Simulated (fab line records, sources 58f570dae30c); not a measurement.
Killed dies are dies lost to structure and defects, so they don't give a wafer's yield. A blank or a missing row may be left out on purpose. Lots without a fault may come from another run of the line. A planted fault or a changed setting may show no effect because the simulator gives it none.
Which tool did it? | flow berkeley_cmos170 | 14 lots, 42 wafers sampled, at 3 steps of a route of 331

WHAT THE GAUGES READ, wafer by wafer
UCB170_M3_CD_MEAS_90: target cd 700 nm. Usual: cd_nm 700.4 nm, standard deviation 2.6.
lot  | measured     | on        | cd_nm (nm)        | flag
L540 | day 8 05:49  | cd_sem-01 | 702.5 700.4 703.4 |
L539 | day 8 08:10  | cd_sem-02 | 701.4 701.9 704.0 |
L542 | day 8 08:13  | cd_sem-01 | 701.0 701.3 697.9 |
L541 | day 8 08:30  | cd_sem-01 | 696.9 699.6 701.2 |
L549 | day 10 01:32 | cd_sem-02 | 674.9 675.7 673.3 | OFF
L550 | day 10 02:13 | cd_sem-02 | 675.3 673.4 673.7 | OFF
L552 | day 10 09:01 | cd_sem-02 | 701.8 701.7 698.2 |
L553 | day 10 13:25 | cd_sem-02 | 704.1 702.6 702.1 |
L554 | day 10 22:54 | cd_sem-01 | 699.5 699.1 701.3 |
L555 | day 11 03:23 | cd_sem-01 | 699.3 697.5 697.4 |
L557 | day 11 13:59 | cd_sem-01 | 702.3 702.5 701.7 |
L559 | day 11 18:06 | cd_sem-02 | 700.9 699.6 703.2 |
L560 | day 11 20:50 | cd_sem-01 | 702.5 701.5 699.6 |
L562 | day 13 04:29 | cd_sem-02 | 699.5 699.0 699.0 |

WHICH TOOL RAN EACH LOT (tool, then ch and the chambers of the sampled wafers, then the start)
lot  | UCB170_M3_METAL_ETCH_18           | UCB170_M3_STRIP_19
L540 | rie_metal-04 ch 0,1, day 8 05:31  | plasma_asher-01 ch 0,1, day 8 05:43
L539 | rie_metal-02 ch 0,1, day 8 07:51  | plasma_asher-01 ch 0,1, day 8 08:02
L542 | rie_metal-04 ch 0,1, day 8 07:55  | plasma_asher-04 ch 0,1, day 8 08:06
L541 | rie_metal-01 ch 0,1, day 8 08:08  | plasma_asher-01 ch 0,1, day 8 08:19
L549 | rie_metal-01 ch 0,1, day 10 01:15 | plasma_asher-01 ch 1, day 10 01:26
L550 | rie_metal-01 ch 0,1, day 10 01:54 | plasma_asher-02 ch 0,1, day 10 02:05
L552 | rie_metal-02 ch 0,1, day 10 08:44 | plasma_asher-02 ch 0,1, day 10 08:54
L553 | rie_metal-04 ch 0,1, day 10 13:08 | plasma_asher-04 ch 0,1, day 10 13:18
L554 | rie_metal-02 ch 0,1, day 10 22:31 | plasma_asher-04 ch 0,1, day 10 22:42
L555 | rie_metal-04 ch 0,1, day 11 03:05 | plasma_asher-04 ch 0,1, day 11 03:16
L557 | rie_metal-04 ch 1, day 11 13:32   | plasma_asher-02 ch 0,1, day 11 13:51
L559 | rie_metal-02 ch 1, day 11 17:47   | plasma_asher-01 ch 0,1, day 11 17:59
L560 | rie_metal-04 ch 0,1, day 11 20:32 | plasma_asher-02 ch 0,1, day 11 20:43
L562 | rie_metal-02 ch 0,1, day 13 04:13 | plasma_asher-01 ch 0,1, day 13 04:23
- UCB170_M3_METAL_ETCH_18: etches Al in Cl2/BCl3, stops on SiO2, target depth 1170 nm, time 195 s.
- UCB170_M3_STRIP_19: strips in O2.

WHAT THE TOOLS THEMSELVES READ (means of the sampled wafers that have a number; where no wafer has one, the mark that the record gives instead)
UCB170_M3_METAL_ETCH_18. Usual: drypump_motor_current_A 5.6 A, standard deviation 0.34; oes_product_au 0.853 a.u., standard deviation 0.015; throttle_valve_pct 24.35 %, standard deviation 0.13.
lot  | tool         | drypump_motor_current_A (A) | oes_product_au (a.u.) | throttle_valve_pct (%) | flag
L540 | rie_metal-04 | 5.5                         | 0.862                 | 24.31                  |
L539 | rie_metal-02 | 5.5                         | 0.867                 | 24.34                  |
L542 | rie_metal-04 | 5.6                         | 0.852                 | 24.26                  |
L541 | rie_metal-01 | 6.0                         | 0.828                 | 24.50                  |
L549 | rie_metal-01 | 5.6                         | 0.839                 | 24.55                  |
L550 | rie_metal-01 | 5.6                         | 0.836                 | 24.55                  |
L552 | rie_metal-02 | 5.5                         | 0.863                 | 24.35                  |
L553 | rie_metal-04 | 5.5                         | 0.851                 | 24.31                  |
L554 | rie_metal-02 | 5.5                         | 0.849                 | 24.30                  |
L555 | rie_metal-04 | 5.5                         | 0.871                 | 24.30                  |
L557 | rie_metal-04 | 5.8                         | 0.851                 | 24.20                  |
L559 | rie_metal-02 | 5.4                         | 0.844                 | 24.26                  |
L560 | rie_metal-04 | 5.6                         | 0.851                 | 24.26                  |
L562 | rie_metal-02 | 5.5                         | 0.858                 | 24.29                  |

UCB170_M3_STRIP_19. Usual: drypump_motor_current_A 5.9 A, standard deviation 0.39; oes_product_au 0.541 a.u., standard deviation 0.013.
lot  | tool            | drypump_motor_current_A (A) | oes_product_au (a.u.) | flag
L540 | plasma_asher-01 | 6.0                         | 0.543                 |
L539 | plasma_asher-01 | 6.1                         | 0.534                 |
L542 | plasma_asher-04 | 6.2                         | 0.556                 |
L541 | plasma_asher-01 | 6.1                         | 0.536                 |
L549 | plasma_asher-01 | 5.9                         | 0.312                 | OFF
L550 | plasma_asher-02 | 5.6                         | 0.313                 | OFF
L552 | plasma_asher-02 | 5.4                         | 0.546                 |
L553 | plasma_asher-04 | 6.1                         | 0.557                 |
L554 | plasma_asher-04 | 6.2                         | 0.538                 |
L555 | plasma_asher-04 | 6.2                         | 0.556                 |
L557 | plasma_asher-02 | 5.6                         | 0.556                 |
L559 | plasma_asher-01 | 6.2                         | 0.534                 |
L560 | plasma_asher-02 | 5.6                         | 0.550                 |
L562 | plasma_asher-01 | 6.0                         | 0.541                 |

THE ANSWER, worked out from the rows above alone
Rule: a lot is off if the mean of its wafers that have a number lies more than 3 standard deviations from the usual mean. A lot without any number at a reading at which 4 lots or more have one is off too. The other lots that the step has rows for count as sound. The gauges are gone through in route order, then the tools' own readings, and for those a lot's mean is taken as printed above. The first step at which some lot is off is used, and at that step the reading that is off furthest; a lot without a number counts as furthest.
Off: L549, L550, at UCB170_M3_CD_MEAS_90 (cd_nm).
A tool fits if, at a process step before that reading, it ran every lot that is off, and no sound lot after the first of them. The gauges at UCB170_M3_CD_MEAS_90 aren't tried: what is off there is off at UCB170_M3_STRIP_19 too, on other tools, and a gauge's error can't cause that. One fits: rie_metal-01 at UCB170_M3_METAL_ETCH_18. Its last sound lot is L541 (day 8 08:08), its first lot that is off L549 (day 10 01:15): a fault that began between those two fits.

WHAT THE SIMULATOR HAD PUT IN
Process parameter drift: rie_metal-01, from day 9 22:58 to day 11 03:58, at UCB170_M3_METAL_ETCH_18. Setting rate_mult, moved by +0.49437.
Lots struck among those shown: L549, L550. The rule above found the same.
